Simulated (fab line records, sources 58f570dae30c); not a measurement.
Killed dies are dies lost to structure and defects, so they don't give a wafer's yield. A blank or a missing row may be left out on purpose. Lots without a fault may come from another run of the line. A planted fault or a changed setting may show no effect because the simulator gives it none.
One fault seen from 2 desks | flow berkeley_cmos170 | each desk has only its own numbers; what lay behind them comes last

THE TOOL OWNER'S DESK: lpcvd-02
The tool's own readings at UCB170_NWELL_CVD_04 (deposits Si3N4 from SiH2Cl2/NH3, target thk 224 nm, time 3360 s): means of the sampled wafers that have a number, for each lot that ran on this tool. A lot is out of limits, marked OUT, if its mean lies more than 4 standard deviations from the usual mean; the brackets give that distance.
Columns: A = sih2cl2_flow_sccm at UCB170_NWELL_CVD_04, usual 25.00 sccm; B = spike_tc_centre_C at UCB170_NWELL_CVD_04, usual 802.2 C; C = susceptor_temp_C at UCB170_NWELL_CVD_04, usual 800.0 C
lot  | first seen here | A               | B     | C
L401 | day 3 00:11     | 25.00           | 801.7 | 800.0
L402 | day 3 00:11     | 25.09           | 802.4 | 800.1
L403 | day 3 00:11     | 25.07           | 801.1 | 800.3
L404 | day 3 20:05     | 25.04           | 802.2 | 800.2
L405 | day 3 20:05     | 25.05           | 802.4 | 800.0
L406 | day 4 06:35     | 24.94           | 801.3 | 799.9
L408 | day 4 12:51     | 30.06 (+67) OUT | 803.2 | 800.1
L409 | day 4 12:51     | 29.92 (+65) OUT | 802.2 | 800.1
This desk's finding: out of limits on L408, L409; first on L408, day 4 12:51 (sih2cl2_flow_sccm at UCB170_NWELL_CVD_04). In limits: L401, L402, L403, L404, L405, L406.

THE METROLOGY DESK
What the gauges read, lot by lot, whatever tool the lot ran on: means of the sampled wafers that have a number. A lot is out of limits, marked OUT, if its mean lies more than 4 standard deviations from the usual mean; the brackets give that distance.
Columns: A = NWELL_NITRIDE_THK at UCB170_NWELL_THK_MEAS_05, usual 224.1 nm; B = cd_nm at UCB170_GATE_CD_MEAS_12, usual 349.5 nm; C = NLDD_OVL at UCB170_NLDD_OVL_MEAS_07, usual 5 nm; D = NLDD_TW at UCB170_NLDD_TW_MEAS_11, usual 2205
lot  | first seen here | A                | B     | C  | D
L400 | day 2 12:52     | 223.0            | 351.5 | 2  | 2204
L403 | day 3 02:08     | 224.2            | 348.2 | 4  | 2205
L401 | day 3 02:08     | 222.9            | 349.6 | 4  | 2206
L402 | day 3 02:10     | 226.6            | 350.5 | 5  | 2210
L404 | day 3 22:02     | 224.7            | 348.4 | 4  | 2221
L405 | day 3 22:05     | 221.1            | 347.5 | 1  | 2202
L406 | day 4 08:35     | 222.1            | 350.6 | 3  | 2195
L408 | day 4 15:46     | 236.7 (+5.7) OUT | 349.7 | 2  | 2188
L409 | day 4 15:46     | 233.0 (+4.0) OUT | 349.5 | 8  | 2212
L410 | day 4 23:08     | 223.7            | 347.2 | 6  | 2191
L411 | day 4 23:08     | 223.7            | 347.8 | 11 | 2219
L413 | day 5 11:53     | 226.8            | 348.8 | 9  | 2207
L420 | day 6 21:43     | 225.5            | 351.4 | 3  | 2209
L421 | day 6 21:43     | 227.2            | 351.2 | -1 | 2207
This desk's finding: out of limits on L408, L409; first on L408, day 4 15:46 (NWELL_NITRIDE_THK at UCB170_NWELL_THK_MEAS_05). In limits: L400, L403, L401, L402, L404, L405, L406, L410, L411, L413, L420, L421.

PUT TOGETHER
The tool owner's desk could have raised an alarm at day 4 12:51, on L408, L409.
The metrology desk could have raised an alarm at day 4 15:46, on L408, L409.
Of the lots named, all ran UCB170_NWELL_CVD_04 on lpcvd-02.

WHAT THE SIMULATOR HAD PUT IN
Process parameter drift: lpcvd-02, from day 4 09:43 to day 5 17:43, at UCB170_NWELL_CVD_04. Setting sih2cl2_flow_sccm, moved by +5, from 25. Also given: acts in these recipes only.
Lots struck among those shown: L408, L409.
Hours from the fault's start to each desk's first reading out of limits: the tool owner's desk, 3; the metrology desk, 6.
